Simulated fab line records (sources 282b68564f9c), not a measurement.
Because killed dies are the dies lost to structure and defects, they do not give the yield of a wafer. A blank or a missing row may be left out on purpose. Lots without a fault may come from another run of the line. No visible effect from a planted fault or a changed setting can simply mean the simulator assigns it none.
What tool caused it? / flow rit_cmos / 15 lots, 45 wafers sampled, at 2 steps of a route of 202

== WHAT THE GAUGES READ, wafer by wafer ==
RIT_NRETRO_TW_MEAS_10. Usual: NRETRO_TW typically reads 1052, with standard deviation 6.7.
lot=L439; measured=day 2 07:02; on=film_metro-01; NRETRO_TW=1060 1056 1058; flag=
lot=L440; measured=day 2 11:31; on=film_metro-02; NRETRO_TW=1045 1050 1044; flag=
lot=L441; measured=day 2 15:26; on=film_metro-03; NRETRO_TW=1046 1043 1043; flag=
lot=L442; measured=day 2 20:44; on=film_metro-02; NRETRO_TW=1042 1044 1043; flag=
lot=L444; measured=day 3 08:42; on=film_metro-03; NRETRO_TW=1054 1049 1058; flag=
lot=L445; measured=day 3 12:29; on=film_metro-03; NRETRO_TW=1059 1058 1056; flag=
lot=L446; measured=day 3 17:17; on=film_metro-02; NRETRO_TW=1061 1054 1054; flag=
lot=L447; measured=day 3 21:26; on=film_metro-02; NRETRO_TW=1054 1054 1050; flag=
lot=L452; measured=day 5 03:04; on=film_metro-02; NRETRO_TW=1155 1149 1151; flag=OFF
lot=L453; measured=day 5 05:30; on=film_metro-03; NRETRO_TW=1157 1161 1154; flag=OFF
lot=L456; measured=day 5 20:22; on=film_metro-01; NRETRO_TW=1170 1165 1170; flag=OFF
lot=L458; measured=day 6 05:20; on=film_metro-02; NRETRO_TW=1041 1040 1046; flag=
lot=L459; measured=day 6 09:25; on=film_metro-01; NRETRO_TW=1059 1061 1062; flag=
lot=L460; measured=day 6 15:27; on=film_metro-03; NRETRO_TW=1048 1047 1053; flag=
lot=L461; measured=day 6 20:11; on=film_metro-02; NRETRO_TW=1048 1050 1054; flag=

== TOOL THAT RAN EACH LOT (tool first, then ch and the chambers of the sampled wafers, then the start) ==
lot=L439; RIT_NRETRO_IMPLANT_08=implanter-03 ch 0, day 2 06:44
lot=L440; RIT_NRETRO_IMPLANT_08=implanter-01 ch 0, day 2 11:12
lot=L441; RIT_NRETRO_IMPLANT_08=implanter-03 ch 0, day 2 15:09
lot=L442; RIT_NRETRO_IMPLANT_08=implanter-04 ch 0, day 2 20:25
lot=L444; RIT_NRETRO_IMPLANT_08=implanter-01 ch 0, day 3 08:22
lot=L445; RIT_NRETRO_IMPLANT_08=implanter-04 ch 0, day 3 12:11
lot=L446; RIT_NRETRO_IMPLANT_08=implanter-04 ch 0, day 3 16:57
lot=L447; RIT_NRETRO_IMPLANT_08=implanter-03 ch 0, day 3 21:07
lot=L452; RIT_NRETRO_IMPLANT_08=implanter-04 ch 0, day 5 02:45
lot=L453; RIT_NRETRO_IMPLANT_08=implanter-04 ch 0, day 5 05:12
lot=L456; RIT_NRETRO_IMPLANT_08=implanter-04 ch 0, day 5 20:04
lot=L458; RIT_NRETRO_IMPLANT_08=implanter-01 ch 0, day 6 05:01
lot=L459; RIT_NRETRO_IMPLANT_08=implanter-03 ch 0, day 6 09:05
lot=L460; RIT_NRETRO_IMPLANT_08=implanter-03 ch 0, day 6 15:08
lot=L461; RIT_NRETRO_IMPLANT_08=implanter-01 ch 0, day 6 19:52
- RIT_NRETRO_IMPLANT_08

== AS READ BY THE TOOLS THEMSELVES (means over the sampled wafers that have a number; for cases with no such wafer, the mark the record gives instead) ==
RIT_NRETRO_IMPLANT_08. Usual: dose_ions_cm2 1.0001e+13, standard deviation 1.1e+10; faraday_current_uA 31.7, standard deviation 0.63.
lot=L439 tool=implanter-03 dose_ions_cm2=1.0002e+13 faraday_current_uA=32.3 flag=
lot=L440 tool=implanter-01 dose_ions_cm2=1.0005e+13 faraday_current_uA=31.4 flag=
lot=L441 tool=implanter-03 dose_ions_cm2=9.9967e+12 faraday_current_uA=32.0 flag=
lot=L442 tool=implanter-04 dose_ions_cm2=1.0000e+13 faraday_current_uA=31.8 flag=
lot=L444 tool=implanter-01 dose_ions_cm2=9.9997e+12 faraday_current_uA=31.8 flag=
lot=L445 tool=implanter-04 dose_ions_cm2=9.9797e+12 faraday_current_uA=32.1 flag=
lot=L446 tool=implanter-04 dose_ions_cm2=9.9933e+12 faraday_current_uA=31.4 flag=
lot=L447 tool=implanter-03 dose_ions_cm2=9.9933e+12 faraday_current_uA=31.3 flag=
lot=L452 tool=implanter-04 dose_ions_cm2=1.3694e+13 faraday_current_uA=42.9 flag=OFF
lot=L453 tool=implanter-04 dose_ions_cm2=1.3709e+13 faraday_current_uA=43.6 flag=OFF
lot=L456 tool=implanter-04 dose_ions_cm2=1.3695e+13 faraday_current_uA=43.0 flag=OFF
lot=L458 tool=implanter-01 dose_ions_cm2=9.9880e+12 faraday_current_uA=31.6 flag=
lot=L459 tool=implanter-03 dose_ions_cm2=1.0016e+13 faraday_current_uA=31.8 flag=
lot=L460 tool=implanter-03 dose_ions_cm2=1.0007e+13 faraday_current_uA=31.6 flag=
lot=L461 tool=implanter-01 dose_ions_cm2=1.0011e+13 faraday_current_uA=32.2 flag=

== THE ANSWER, worked out from the rows above alone ==
Rule: a lot counts as off when the mean over its wafers that have a number is more than 3 standard deviations away from the usual mean. Also off: a lot with no number at a reading for which 4 or more lots have one. The other lots that the step has rows for count as sound. Order of review: gauges by route order, followed by the tools' own readings, for which a lot's mean as printed above is used. The first step at which some lot is off is used, and at that step the reading that is off furthest; a lot without a number counts as furthest.
Off: L452, L453, L456, seen at RIT_NRETRO_TW_MEAS_10 (NRETRO_TW).
A tool fits if, at a process step before that reading, it ran every lot that is off, and no sound lot after the first of them. The gauges at RIT_NRETRO_TW_MEAS_10 aren't tried: what is off there is off at RIT_NRETRO_IMPLANT_08 too, on other tools, and a gauge's error can't cause that. One candidate fits, namely implanter-04 at RIT_NRETRO_IMPLANT_08. Its last sound lot is L446 (day 3 16:57), its first lot that is off L452 (day 5 02:45): a fault that began between those two fits.
The tool's own readings at RIT_NRETRO_IMPLANT_08 bear it out: on the lots that are off they differ by more than 5 times the standard deviation of the sound lots' means. dose_ions_cm2 reads 1.3699e+13 there against 9.9993e+12 on the sound lots; faraday_current_uA reads 43.2 there against 31.8 on the sound lots.

== WHAT THE SIMULATOR HAD PUT IN ==
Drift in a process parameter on implanter-04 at RIT_NRETRO_IMPLANT_08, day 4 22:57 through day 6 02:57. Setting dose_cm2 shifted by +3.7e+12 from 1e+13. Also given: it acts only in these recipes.
Struck lots among those shown: L452, L453, L456. The same result came from the rule above.
